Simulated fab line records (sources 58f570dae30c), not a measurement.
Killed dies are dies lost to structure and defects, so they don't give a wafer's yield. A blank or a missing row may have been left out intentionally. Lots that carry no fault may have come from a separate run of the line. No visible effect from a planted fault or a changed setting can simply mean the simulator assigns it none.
Which tool was responsible?	flow berkeley_cmos170	14 lots, 42 wafers sampled, at 2 steps of a route of 331

## WHAT EACH GAUGE READ, for each wafer
UCB170_PSD_CD_MEAS_06: target cd 1200 nm.
lot	measured	on	cd_nm (nm)
L840	day 8 03:26	cd_sem-01	1196.9 1198.3 1195.2
L841	day 8 19:10	cd_sem-01	1198.7 1198.3 1200.4
L842	day 8 19:33	cd_sem-01	1197.8 1200.1 1199.2
L844	day 8 19:18	cd_sem-02	1200.3 1200.5 1200.8
L847	day 9 12:35	cd_sem-02	1198.0 1199.0 1198.3
L846	day 9 12:42	cd_sem-02	1200.7 1201.2 1199.3
L845	day 9 13:14	cd_sem-02	1199.7 1199.7 1200.5
L853	day 11 00:08	cd_sem-02	1207.2 1207.2 1207.4
L854	day 11 05:26	cd_sem-02	1205.3 1205.9 1205.5
L857	day 11 05:59	cd_sem-02	1201.2 1198.3 1200.1
L858	day 12 09:57	cd_sem-02	1201.3 1202.5 1202.2
L861	day 12 10:11	cd_sem-02	1200.0 1199.6 1201.7
L860	day 12 10:17	cd_sem-02	1200.4 1200.5 1199.5
L863	day 13 02:36	cd_sem-01	1200.0 1199.9 1198.7

## EACH LOT AND THE TOOL THAT RAN IT (in order: tool; ch and the chambers of the sampled wafers; start)
lot	UCB170_PSD_COAT_01
L840	litho_track-03 ch 0, day 8 02:34
L841	litho_track-01 ch 0, day 8 18:21
L842	litho_track-03 ch 0, day 8 18:23
L844	litho_track-04 ch 0, day 8 18:23
L847	litho_track-03 ch 0, day 9 11:05
L846	litho_track-01 ch 0, day 9 11:24
L845	litho_track-03 ch 0, day 9 11:35
L853	litho_track-04 ch 0, day 10 23:19
L854	litho_track-04 ch 0, day 11 04:24
L857	litho_track-01 ch 0, day 11 04:35
L858	litho_track-01 ch 0, day 12 08:17
L861	litho_track-03 ch 0, day 12 08:26
L860	litho_track-01 ch 0, day 12 08:40
L863	litho_track-01 ch 0, day 13 01:31
- UCB170_PSD_COAT_01: resist thk 900 nm.

## AS READ BY THE TOOLS THEMSELVES (means over the sampled wafers that have a number; for cases with no such wafer, the mark the record gives instead)
UCB170_PSD_COAT_01.
lot	tool	spin_speed_rpm (rpm)
L840	litho_track-03	1498.2
L841	litho_track-01	1500.5
L842	litho_track-03	1499.4
L844	litho_track-04	1498.5
L847	litho_track-03	1501.2
L846	litho_track-01	1500.3
L845	litho_track-03	1499.5
L853	litho_track-04	1972.9
L854	litho_track-04	1972.4
L857	litho_track-01	1499.4
L858	litho_track-01	1499.6
L861	litho_track-03	1497.8
L860	litho_track-01	1499.8
L863	litho_track-01	1500.1

## THE ANSWER, worked out from the rows above alone
Rule: the lots themselves supply what counts as usual. The widest of any qualifying gaps counts: lots, ordered by their means at a reading, are off when they make up no more than a third of the lots, leave a main group of 4 or more, and stand apart from it by 3 or more times the standard deviation of that group's means. The tables above print the reading to a certain number of digits; a main group whose means all agree to those digits is not used. Also off: a lot with no number at a reading for which 4 or more lots have one. Where the step has rows for the other lots, those lots are counted as sound. After the gauges, taken in route order, come the tools' own readings; for these a lot's mean is taken, as printed above. At the first step where some lot is off, the reading lying furthest off is the one used; lots without a number count as furthest.
Off, at UCB170_PSD_COAT_01 on spin_speed_rpm: L853, L854. The main group: mean 1499.5 rpm, standard deviation 0.94.
A tool fits if, at that step or a process step before it, it ran every lot that is off, and no sound lot after the first of them. One candidate fits, namely litho_track-04 at UCB170_PSD_COAT_01. Its last sound lot is L844 (day 8 18:23), its first lot that is off L853 (day 10 23:19): a fault that began between those two fits.
On the lots that are off, the tool's own readings at UCB170_PSD_COAT_01 differ by more than 5 times the standard deviation of the sound lots' means, which bears it out; spin_speed_rpm reads 1972.7 rpm there versus 1499.5 rpm on the sound lots.

## WHAT WAS PUT IN BY THE SIMULATOR
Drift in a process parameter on litho_track-04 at UCB170_PSD_COAT_01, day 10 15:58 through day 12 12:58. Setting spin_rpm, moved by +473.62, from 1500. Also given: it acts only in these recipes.
Lots struck among those shown: L853, L854. The same result came from the rule above.
